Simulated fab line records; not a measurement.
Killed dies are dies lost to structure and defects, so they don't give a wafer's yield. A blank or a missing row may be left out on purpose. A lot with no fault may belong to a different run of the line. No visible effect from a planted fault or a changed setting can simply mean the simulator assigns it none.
Struck lot and sound lot, side by side	flow berkeley-cmos170	24 out of 331 route steps
Sound: the wafers L233.1, L233.3, L233.5. Wafers struck: L218.1, L218.2, L218.4. At the end, the cause is stated.
Each step with rows lists, per side, the tool, then ch with its chambers, then its first start. Under that, the readings that differ: sound wafers	struck wafers	difference of the means	sigmas: that difference in standard deviations of wafers without a fault.
alike: same words and numbers on both sides, and readings whose means sit less than 2 such deviations apart. not compared: any withheld reading, any reading some wafer has no value for, any bound like >300 that may hide the same value, and any number with overlapping values for which the record gives no deviation.
Wherever a step has rows on one side only, a row that says differs or no value, or a row with sigmas, the two part there. Numbers that have no deviation but don't overlap get no sigmas and don't part them. A reading missing from all wafers of one side parts the sides only when that side holds two or more wafers.

UCB170_V2_STRIP_15: strips in O2.
  sound on plasma-asher-01 ch 0, day 13 03:17; struck on plasma-asher-04 ch 0,1, day 10 04:25
  alike: drypump-motor-current-A, oes-product-au, strip-time-to-endpoint-s
  not compared: rf-hours-counter-h
UCB170_V2_CD_MEAS_90: target cd 700 nm.
  sound: cd-sem-02 at day 13 03:23; struck: cd-sem-01 at day 10 04:31
  alike: cd-nm
then, 1 step without rows for these wafers: UCB170_M3_PRE_CLEAN_00 (preclean etch time 60 s).
UCB170_M3_SPUTTER_01: material Al, target thk 900 nm, time 120 s.
  sound: pvd-sputter-02 at day 13 03:35; struck: pvd-sputter-03 at day 10 04:41
  alike: throttle-valve-pct
UCB170_M3_RS_MEAS_02: measures by four-point-probe.
  sound: film-metro-03 at day 13 03:40; struck: film-metro-03 at day 10 04:47
  alike: M3_AL_RS
UCB170_M3_THK_MEAS_03: measures by xrf.
  sound: film-metro-03 at day 13 03:47; struck: film-metro-03 at day 10 04:54
  alike: M3_AL_THK
then, 3 steps without rows for these wafers: UCB170_M3_HMDS_04 (prime time 60 s); UCB170_M3_COAT_05 (resist thk 900 nm); UCB170_M3_SOFTBAKE_06 (time 60 s).
UCB170_M3_STRIP_07: strips in O2.
  sound on plasma-asher-03 ch 0,1, day 13 04:17; struck on plasma-asher-03 ch 0,1, day 10 05:25
  alike: drypump-motor-current-A, oes-product-au, strip-time-to-endpoint-s
  not compared: rf-hours-counter-h
then, 2 steps without rows for these wafers: UCB170_M3_STRIP_08 (strips KrF in DMSO, time 600 s); UCB170_M3_COAT_09.
UCB170_M3_COAT_10: resist thk 900 nm.
  sound on litho-track-03 ch 0, day 13 04:00; struck on litho-track-02 ch 0, day 10 07:00
reading	sound	struck	difference	sigmas
spin-speed-rpm (rpm)	1500.7 1499.8 1500.6	1339.0 1340.4 1338.5	-161.1	-99 or more
model.KrF_of_M3_COAT_10.thk-nm (nm)	900.5 901 900.1	952.5 951.1 950.7	+50.9	
then, 4 steps without rows for these wafers: UCB170_M3_SOFTBAKE_11 (time 60 s); UCB170_M3_EXPOSE_12 (exposes mask METAL3, target cd 700 nm); UCB170_M3_PEB_13; UCB170_M3_DEVELOP_14 (develop time 45 s).
UCB170_M3_CD_MEAS_15: target cd 700 nm.
  sound: cd-sem-01 at day 13 05:25; struck: cd-sem-01 at day 10 09:08
  alike: cd-nm
UCB170_M3_OVL_MEAS_16:
  sound: overlay-01 at day 13 05:32; struck: overlay-02 at day 10 09:15
  alike: M3_OVL
UCB170_M3_ETCH_17: etches BARC in N2/H2.
  sound on rie-diel-01 ch 0,1, day 13 05:34; struck on rie-diel-04 ch 1,2,3, day 10 09:17
  alike: bias-w, drypump-motor-current-A, oes-product-au, throttle-valve-pct
UCB170_M3_METAL_ETCH_18: etches Al in Cl2/BCl3, stops on SiO2, target depth 1170 nm, time 195 s.
  sound on rie-metal-01 ch 0,1, day 13 05:37; struck on rie-metal-01 ch 0,1, day 10 09:20
reading	sound	struck	difference	sigmas
model.KrF_of_M3_COAT_10.thk-nm (nm)	205.7 231.1 206	280 245.5 248.6	+44	
  alike: bias-w, drypump-motor-current-A, oes-product-au, throttle-valve-pct
  not compared: rf-hours-counter-h
UCB170_M3_STRIP_19: strips in O2.
  sound on plasma-asher-04 ch 0, day 13 05:47; struck on plasma-asher-01 ch 0,1, day 10 09:31
reading	sound	struck	difference	sigmas
oes-product-au (a.u.)	0.534 0.568 0.537	0.615 0.580 0.577	+0.044	+2
  alike: drypump-motor-current-A
  not compared: rf-hours-counter-h
UCB170_M3_CD_MEAS_90: target cd 700 nm.
  sound: cd-sem-02 at day 13 05:53; struck: cd-sem-01 at day 10 09:37
  alike: cd-nm
UCB170_M3_PROBE_99:
  only the struck wafers here have rows in the record (prober-01, day 10 09:52); the sound ones have none

## WHERE THEY PART
First at UCB170_M3_COAT_10; last, within this record, at UCB170_M3_PROBE_99.

WHY: what had been put in by the simulator
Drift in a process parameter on litho-track-02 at UCB170_M3_COAT_10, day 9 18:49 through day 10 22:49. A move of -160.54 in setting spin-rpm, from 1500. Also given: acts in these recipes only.
